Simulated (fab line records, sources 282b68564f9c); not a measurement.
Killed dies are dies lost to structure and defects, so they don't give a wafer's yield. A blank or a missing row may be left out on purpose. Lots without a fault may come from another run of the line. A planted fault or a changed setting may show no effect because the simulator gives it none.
fab line records | flow rit_cmos
record lots=14 wafers=42 last_day=7
route steps=202 shown ACTIVE@15 GATE@95 PLDD@124 CONTACT@168 M1@202
lots that met no fault: from a run of the same line without faults
start_h: hours from the record's first day to the start of the lot's first wafer shown | wait_h: hours since the lot's step before | " the same as in the row above | L1.1+2: a row that stands for several wafers | - no value, or no start given | * or withheld: withheld | < > ~ a bound
route shown NAME@n: a module of which the file shows steps, and the number in the route of the first | usual: mean/standard deviation of fault-free wafers | same: alike in all rows | chamber/n: place in a boat | sites: the reading at each site | _std_site: their standard deviation | _edge_site: outer sites' mean less inner sites' | radius_mm: how far each site lies from the wafer's centre | mask NAME#n: copy n | behind: the tool/chamber that last shaped the wafer | hold: why the lot was held/for how many hours/how that ended | device: the transistor (n, p or np) that didn't switch | end of line: the same wafers' tests at the end of the route | a step without rows: its recipe alone | killed: dies lost to structure and defects at the first sort, not the wafer's yield | map: a wafer's dies, x killed, . not, _ none there
set.NAME: the setting as run; set.NAME@STEP: as run at that earlier step | model.NAME: the simulator's own value behind a step, which no gauge read
steps of the route over a sample of lots; a table a step, a row a wafer
services: from which hour (start_h, from the record's first day; less than 0 if before it) a tool's chamber was out of use, for how many hours, and why
## steps
# step RIT_ACTIVE_STRIP_14
# recipe chemistry=O2 time_s=180 resist=NOVOLAK platen_temp_c=withheld power_w=500 pressure_mtorr=4000 o2_flow_sccm=4000
# usual drypump_motor_current_A=5.8/0.49
# columns lot.wafer tool chamber start_h wait_h drypump_motor_current_A rf_hours_counter_h
L640.1 plasma_asher-03 0 21.42 0.1 6.4 37
L640.2 " 1 " " 6.7 37
L640.5 " 0 " " 6.4 -
L641.4 plasma_asher-02 0 24.91 0.1 5.8 -
L641.5 " 0 " " 5.8 -
L641.6 " 1 " " 5.7 -
L643.2 plasma_asher-02 0 34.84 0.1 5.8 39
L643.3 " 0 " " 5.8 -
L643.6 " 1 " " 5.7 -
L645.3 plasma_asher-02 0 46.08 0.1 5.8 -
L645.5 " 1 " " 5.7 -
L645.6 " 0 " " 5.8 -
L647.1 plasma_asher-01 1 56.99 0.1 5.7 26
L647.4 " 0 " " 5.2 -
L647.5 " 1 " " 5.7 -
L648.3 plasma_asher-03 0 60.21 0.1 6.5 -
L648.5 " 1 " " 6.7 -
L648.6 " 0 " " 6.4 -
L650.1 plasma_asher-02 0 69.97 0.1 5.8 43
L650.4 " 1 " " 5.7 -
L650.5 " 0 " " 5.8 -
L651.2 plasma_asher-01 0 74.90 0.1 5.2 29
L651.3 " 1 " " 5.7 -
L651.6 " 1 " " 5.7 -
L652.2 plasma_asher-02 1 81.21 0.1 5.7 44
L652.3 " 1 " " 5.7 -
L652.4 " 0 " " 5.8 -
L653.1 plasma_asher-01 0 85.64 0.1 5.2 30
L653.5 " 1 " " 5.7 -
L653.6 " 0 " " 5.2 -
L654.1 plasma_asher-01 0 90.63 0.1 5.2 30
L654.2 " 1 " " 5.7 30
L654.5 " 1 " " 5.7 -
L656.1 plasma_asher-01 1 100.57 0.1 5.7 31
L656.3 " 1 " " 5.8 -
L656.4 " 0 " " 5.2 -
L659.2 plasma_asher-01 0 116.43 0.1 5.2 34
L659.4 " 0 " " 5.2 -
L659.5 " 0 " " 5.2 -
L661.1 plasma_asher-03 1 125.17 0.1 6.7 45
L661.4 " 1 " " 6.7 -
L661.5 " 1 " " 6.7 -
# step RIT_GATE_ETCH_19
# recipe chemistry=SF6/CHF3/O2 time_s=165 SF6_flow_sccm=30 CHF3_flow_sccm=30 O2_flow_sccm=5 target=poly-Si pressure_mtorr=40 rf_w=160 target_depth_a=3125 over_etch_frac=0.25 stop_on=SiO2
# usual CHF3_flow_sccm=30.00/0.093 drypump_motor_current_A=6.2/0.38 oes_product_au=0.847/0.016 over_etch_frac=0.25/0 throttle_valve_pct=10.22/0.14
# columns lot.wafer tool chamber start_h wait_h CHF3_flow_sccm drypump_motor_current_A oes_product_au over_etch_frac rf_hours_counter_h throttle_valve_pct
L640.1 rie_si-01 0 43.73 0.1 30.07 6.7 0.841 0.25 158 10.29
L640.2 " 1 " " 29.94 6.3 0.838 0.25 111 9.92
L640.5 " 3 " " 29.98 6.5 0.834 0.25 - 10.28
L641.4 rie_si-02 1 49.63 0.1 30.12 6.6 0.870 0.25 54 10.22
L641.5 " 2 " " 29.94 6.0 0.851 0.25 - 10.23
L641.6 " 3 " " 29.87 6.0 0.861 0.25 - 10.37
L643.2 rie_si-02 1 57.71 0.1 29.89 6.6 0.845 0.25 54 10.21
L643.3 " 2 " " 30.05 6.0 0.831 0.25 128 10.23
L643.6 " 1 " " 29.88 6.6 0.858 0.25 - 10.21
L645.3 rie_si-02 2 68.54 0.1 30.01 6.0 0.843 0.25 128 10.23
L645.5 " 0 " " 29.90 5.8 0.841 0.25 - 10.38
L645.6 " 3 " " 29.86 6.0 0.837 0.25 - 10.37
L647.1 rie_si-02 0 79.14 0.1 30.08 5.8 0.840 0.25 95 10.35
L647.4 " 1 " " 29.92 6.7 0.868 0.25 54 10.21
L647.5 " 2 " " 30.04 6.0 0.864 0.25 - 10.24
L648.3 rie_si-01 2 82.25 0.1 30.01 5.5 0.851 0.25 92 10.13
L648.5 " 3 " " 30.04 6.4 0.833 0.25 - 10.27
L648.6 " 1 " " 29.95 6.2 0.826 0.25 - 9.90
L650.1 rie_si-01 1 93.49 0.1 30.03 6.2 0.833 0.25 112 9.90
L650.4 " 1 " " 30.03 6.2 0.841 0.25 - 9.90
L650.5 " 2 " " 30.06 5.6 0.872 0.25 - 10.11
L651.2 rie_si-02 3 97.34 0.1 29.84 6.0 0.834 0.25 2 10.37
L651.3 " 2 " " 30.07 6.0 0.840 0.25 129 10.25
L651.6 " 2 " " 30.06 6.0 0.841 0.25 - 10.25
L652.2 rie_si-01 2 105.03 0.1 29.96 5.6 0.866 0.25 92 10.12
L652.3 " 3 " " 29.91 6.4 0.836 0.25 74 10.28
L652.4 " 1 " " 29.90 6.2 0.847 0.25 112 9.90
L653.1 rie_si-02 3 107.58 0.1 29.95 6.0 0.839 0.25 3 10.38
L653.5 " 1 " " 30.18 6.6 0.863 0.25 - 10.23
L653.6 " 0 " " 29.96 5.7 0.837 0.25 - 10.37
L654.1 rie_si-01 1 115.29 0.1 29.99 6.2 0.952 0.05 112 9.90
L654.2 " 2 " " 29.84 5.5 0.995 0.05 93 10.13
L654.5 " 1 " " 29.89 6.2 0.959 0.05 - 9.90
L656.1 rie_si-01 3 123.46 0.1 29.96 6.4 0.954 0.05 75 10.29
L656.3 " 2 " " 29.94 5.5 0.990 0.05 93 10.12
L656.4 " 1 " " 30.04 6.2 0.959 0.05 112 9.90
L659.2 rie_si-02 3 139.00 0.1 29.82 6.0 0.836 0.25 3 10.38
L659.4 " 2 " " 29.88 6.0 0.832 0.25 129 10.25
L659.5 " 2 " " 30.18 6.0 0.841 0.25 - 10.24
L661.1 rie_si-02 0 150.51 0.1 30.01 5.7 0.836 0.25 95 10.38
L661.4 " 2 " " 29.97 6.0 0.845 0.25 129 10.24
L661.5 " 1 " " 29.95 6.6 0.867 0.25 - 10.21
# step RIT_PLDD_TW_MEAS_10
# usual PLDD_TW=2312/14
# columns lot.wafer tool chamber start_h wait_h PLDD_TW
L640.1 film_metro-04 - 50.13 0.1 2302
L640.2 " - " " 2312
L640.5 " - " " 2316
L641.4 film_metro-03 - 56.10 0.1 2302
L641.5 " - " " 2296
L641.6 " - " " 2302
L643.2 film_metro-03 - 63.94 0.1 2304
L643.3 " - " " 2302
L643.6 " - " " 2305
L645.3 film_metro-02 - 75.44 0.1 2329
L645.5 " - " " 2317
L645.6 " - " " 2328
L647.1 film_metro-03 - 85.48 0.1 2304
L647.4 " - " " 2315
L647.5 " - " " 2298
L648.3 film_metro-02 - 88.75 0.1 2332
L648.5 " - " " 2325
L648.6 " - " " 2337
L650.1 film_metro-04 - 100.21 0.1 2317
L650.4 " - " " 2307
L650.5 " - " " 2322
L651.2 film_metro-02 - 103.82 0.1 2317
L651.3 " - " " 2311
L651.6 " - " " 2318
L652.2 film_metro-02 - 111.22 0.1 2330
L652.3 " - " " 2335
L652.4 " - " " 2332
L653.1 film_metro-02 - 114.01 0.1 2329
L653.5 " - " " 2316
L653.6 " - " " 2315
L654.1 film_metro-03 - 121.70 0.1 2291
L654.2 " - " " 2302
L654.5 " - " " 2294
L656.1 film_metro-04 - 129.74 0.1 2313
L656.3 " - " " 2306
L656.4 " - " " 2309
L659.2 film_metro-02 - 145.47 0.1 2339
L659.4 " - " " 2343
L659.5 " - " " 2342
L661.1 film_metro-03 - 158.24 0.1 2301
L661.4 " - " " 2303
L661.5 " - " " 2305
# step RIT_CONTACT_CVD_00
# recipe material=SiO2 target_thk_nm=400 precursor=TEOS temp_c=390 time_s=61 rf_w=400
# usual heater_power_w=372/70 susceptor_temp_C=390.06/0.24
# columns lot.wafer tool chamber start_h wait_h heater_power_w susceptor_temp_C
L640.1 pecvd-03 0 58.03 0.1 353 390.23
L640.2 " 1 " " 459 390.10
L640.5 " 2 " " 303 390.19
L641.4 pecvd-02 0 64.29 0.0 316 390.11
L641.5 " 2 " " 386 389.86
L641.6 " 1 " " 466 390.05
L643.2 pecvd-03 1 70.93 0.0 474 389.93
L643.3 " 0 " " 265 389.37
L643.6 " 2 " " 315 390.15
L645.3 pecvd-01 1 82.71 0.0 339 389.53
L645.5 " 2 " " 428 389.97
L645.6 " 1 " " 251 389.71
L647.1 pecvd-02 0 92.39 0.1 266 390.12
L647.4 " 1 " " 439 390.29
L647.5 " 1 " " 455 390.50
L648.3 pecvd-01 2 95.62 0.0 437 389.59
L648.5 " 2 " " 328 389.91
L648.6 " 0 " " 454 390.15
L650.1 pecvd-02 1 107.03 0.1 487 390.02
L650.4 " 0 " " 340 389.99
L650.5 " 1 " " 504 390.24
L651.2 pecvd-01 2 111.84 0.0 430 389.74
L651.3 " 0 " " 420 390.07
L651.6 " 1 " " 309 389.98
L652.2 pecvd-03 0 118.41 0.0 349 390.11
L652.3 " 2 " " 340 389.93
L652.4 " 1 " " 365 390.14
L653.1 pecvd-02 0 123.55 0.1 332 390.40
L653.5 " 0 " " 346 390.21
L653.6 " 1 " " 422 390.43
L654.1 pecvd-01 2 129.55 0.1 409 390.06
L654.2 " 1 " " 322 389.79
L654.5 " 0 " " 364 389.66
L656.1 pecvd-03 1 136.73 0.1 379 390.40
L656.3 " 2 " " 279 390.06
L656.4 " 0 " " 342 390.26
L659.2 pecvd-03 0 152.58 0.0 323 389.97
L659.4 " 1 " " 413 389.76
L659.5 " 0 " " 331 390.19
L661.1 pecvd-02 2 165.70 0.1 405 390.33
L661.4 " 0 " " 283 390.46
L661.5 " 1 " " 471 390.13
# step RIT_M1_PROBE_99
# usual defect_limited_yield=97.3/1.2 killed_at_M0_to_M3=0.0/0.16 killed_at_contacts=0.0/0.18 killed_at_front_end=7/3.1 killed_dies=7/3.1 killed_open=3.5/2.1 killed_short=3.5/2 sort_bin_3_pad_short=0.1/0.2 sort_bin_5_function=1.5/0.85 sort_bin_6_memory=1.0/0.68 sort_n_pass=257/3.1 sort_yield_pct=97.3/1.2
# same gross_dies=264 killed_at_M4_up=0 killed_at_back_side=0 killed_at_other=0
# columns lot.wafer tool chamber start_h wait_h defect_limited_yield[%] killed_at_M0_to_M3 killed_at_contacts killed_at_front_end killed_dies killed_open killed_short sort_bin_3_pad_short[%] sort_bin_5_function[%] sort_bin_6_memory[%] sort_n_pass sort_yield_pct[%]
L640.1 prober-02 - 64.29 0.1 97.7 0 0 6 6 3 3 0 1.5 0.8 258 97.7
L640.2 prober-02 - 64.34 0.1 97.0 0 0 8 8 2 6 0 1.5 1.5 256 97.0
L640.5 prober-02 - 64.49 0.2 93.9 0 0 16 16 6 10 0 3.0 3.0 248 93.9
L643.2 prober-01 - 78.62 0.1 96.6 0 0 9 9 6 3 0 1.1 2.3 255 96.6
L643.3 prober-01 - 78.67 0.2 97.7 0 0 6 6 2 4 0 1.1 1.1 258 97.7
L643.6 prober-01 - 78.82 0.2 97.7 0 0 6 6 2 4 0 1.5 0.8 258 97.7
L647.1 prober-01 - 98.74 0.1 98.1 0 0 5 5 3 2 0 1.1 0.8 259 98.1
L647.4 prober-01 - 98.89 0.2 98.1 0 1 4 5 4 1 0 0.4 1.5 259 98.1
L647.5 prober-01 - 98.94 0.2 97.0 0 0 8 8 3 5 0.4 0.4 2.3 256 97.0
L648.3 prober-02 - 104.12 0.2 98.5 0 0 4 4 2 2 0.4 0.8 0.4 260 98.5
L648.5 prober-02 - 104.22 0.2 96.6 0 0 9 9 2 6 0 3.0 0.4 255 96.6
L648.6 prober-02 - 104.27 0.2 97.3 0 0 7 7 3 4 0.4 1.1 1.1 257 97.3
L659.2 prober-01 - 160.00 0.1 96.2 0 0 10 10 7 3 0 2.3 1.5 254 96.2
L659.4 prober-01 - 160.10 0.2 96.6 0 0 9 9 5 4 0 2.7 0.8 255 96.6
L659.5 prober-01 - 160.15 0.2 97.0 0 0 8 8 3 5 0.4 2.7 0 256 97.0
# killed by level:class
L640.1 FOX2:geometric_particle:open=1 GATE:geometric_particle:short=1 REOX:geometric_particle:open=1 SPACER:geometric_particle:open=1 SPACER:geometric_particle:short=1 SILICIDE:geometric_particle:short=1
L640.2 GATE:geometric_particle:short=3 ACTIVE:geometric_particle:short=1 GATE:geometric_particle:open=1 SPACER:geometric_particle:short=1 SPACER:geometric_particle:open=1 SILICIDE:geometric_particle:short=1
L640.5 GATE:geometric_particle:short=3 GATE:geometric_particle:open=3 FOX1:geometric_particle:short=2 REOX:geometric_particle:short=2 REOX:geometric_particle:open=2 SPACER:geometric_particle:short=2 FOX1:geometric_particle:open=1 SILICIDE:geometric_particle:short=1
L643.2 REOX:geometric_particle:open=2 FOX1:geometric_particle:short=1 FOX1:geometric_particle:open=1 FOX2:geometric_particle:open=1 GATE:geometric_particle:short=1 GATE:geometric_particle:open=1 REOX:geometric_particle:short=1 SILICIDE:geometric_particle:open=1
L643.3 FOX2:geometric_particle:short=3 GATE:geometric_particle:open=2 SPACER:geometric_particle:short=1
L643.6 GATE:geometric_particle:open=2 GATE:geometric_particle:short=2 REOX:geometric_particle:short=2
L647.1 FOX1:geometric_particle:short=1 FOX2:geometric_particle:open=1 GATE:geometric_particle:open=1 SPACER:geometric_particle:open=1 SPACER:geometric_particle:short=1
L647.4 GATE:geometric_particle:open=2 FOX1:geometric_particle:open=1 FOX2:geometric_particle:open=1 CONTACT:geometric_particle:short=1
L647.5 FOX1:geometric_particle:short=2 GATE:geometric_particle:open=2 SPACER:geometric_particle:short=2 REOX:geometric_particle:short=1 REOX:geometric_particle:open=1
L648.3 FOX2:geometric_particle:short=1 FOX2:geometric_particle:open=1 SPACER:geometric_particle:short=1 SPACER:geometric_particle:open=1
L648.5 GATE:geometric_particle:short=4 FOX2:geometric_particle:short=1 GATE:geometric_particle:open=1 REOX:geometric_particle:short=1 SPACER:geometric_particle:open=1 PLDD:coat_microbubble_printed=1
L648.6 GATE:geometric_particle:short=2 FOX1:geometric_particle:open=1 FOX2:geometric_particle:short=1 FOX2:geometric_particle:open=1 GATE:geometric_particle:open=1 SILICIDE:geometric_particle:short=1
L659.2 FOX2:geometric_particle:open=3 GATE:geometric_particle:open=2 FOX1:geometric_particle:short=1 FOX2:geometric_particle:short=1 GATE:geometric_particle:short=1 REOX:geometric_particle:open=1 SPACER:geometric_particle:open=1
L659.4 GATE:geometric_particle:open=3 GATE:geometric_particle:short=3 FOX1:geometric_particle:short=1 FOX2:geometric_particle:open=1 SILICIDE:geometric_particle:open=1
L659.5 FOX1:geometric_particle:short=2 GATE:geometric_particle:open=2 GATE:geometric_particle:short=2 FOX1:geometric_particle:open=1 SPACER:geometric_particle:short=1
## services
# columns tool chamber start_h hours kind
pecvd-01 - 21.70 1.7 repair
plasma_asher-02 - 27.74 2.8 pm
rie_si-02 3 29.98 2.1 repair
pecvd-02 - 30.90 1.1 repair
pecvd-03 - 35.87 1.4 repair
rie_si-01 0 74.96 - clean
rie_si-01 0 74.96 23.1 scheduled_down
rie_si-01 0 74.96 23.1 vent_cycle
plasma_asher-02 - 91.14 0.5 repair
pecvd-02 2 92.21 18.7 repair
plasma_asher-03 - 93.48 28.1 pm
rie_si-02 - 94.07 2.8 pm
rie_si-01 - 99.34 0.7 repair
plasma_asher-02 - 104.86 3.3 repair
plasma_asher-02 - 105.39 0.4 repair
plasma_asher-02 - 108.81 9.0 pm
plasma_asher-02 0 108.81 9.0 vent_cycle
plasma_asher-02 1 108.81 9.0 vent_cycle
pecvd-02 - 111.98 1.6 repair
plasma_asher-02 0 117.81 - clean
pecvd-03 - 126.90 6.0 pm
rie_si-01 1 127.30 2.6 repair
plasma_asher-03 - 144.28 5.9 repair
pecvd-01 - 147.99 0.8 repair
## key
first_sign step=RIT_GATE_ETCH_19 reading=over_etch_frac direction=down sigmas=99+ usual=0.25 struck=0.05
effect step=RIT_GATE_ETCH_19 reading=oes_product_au direction=up sigmas=7.6 usual=0.847 struck=0.968
met_at RIT_GATE_ETCH_19
struck_lots L654,L656
rows_end L654.1,L654.2,L654.5,L656.1,L656.3,L656.4
not_acting_at RIT_ACTIVE_STRIP_14,RIT_PLDD_TW_MEAS_10,RIT_CONTACT_CVD_00
onset_between 105.03 115.29
fault kind=process_parameter_drift tool=rie_si-01 chamber=- onset_h=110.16 steps=RIT_GATE_ETCH_19 channel=over_etch_frac offset=-0.2 shape=step end_h=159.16 stated=0.25
# rows_end: these wafers met a further fault down the route, and their rows from its step on are left out
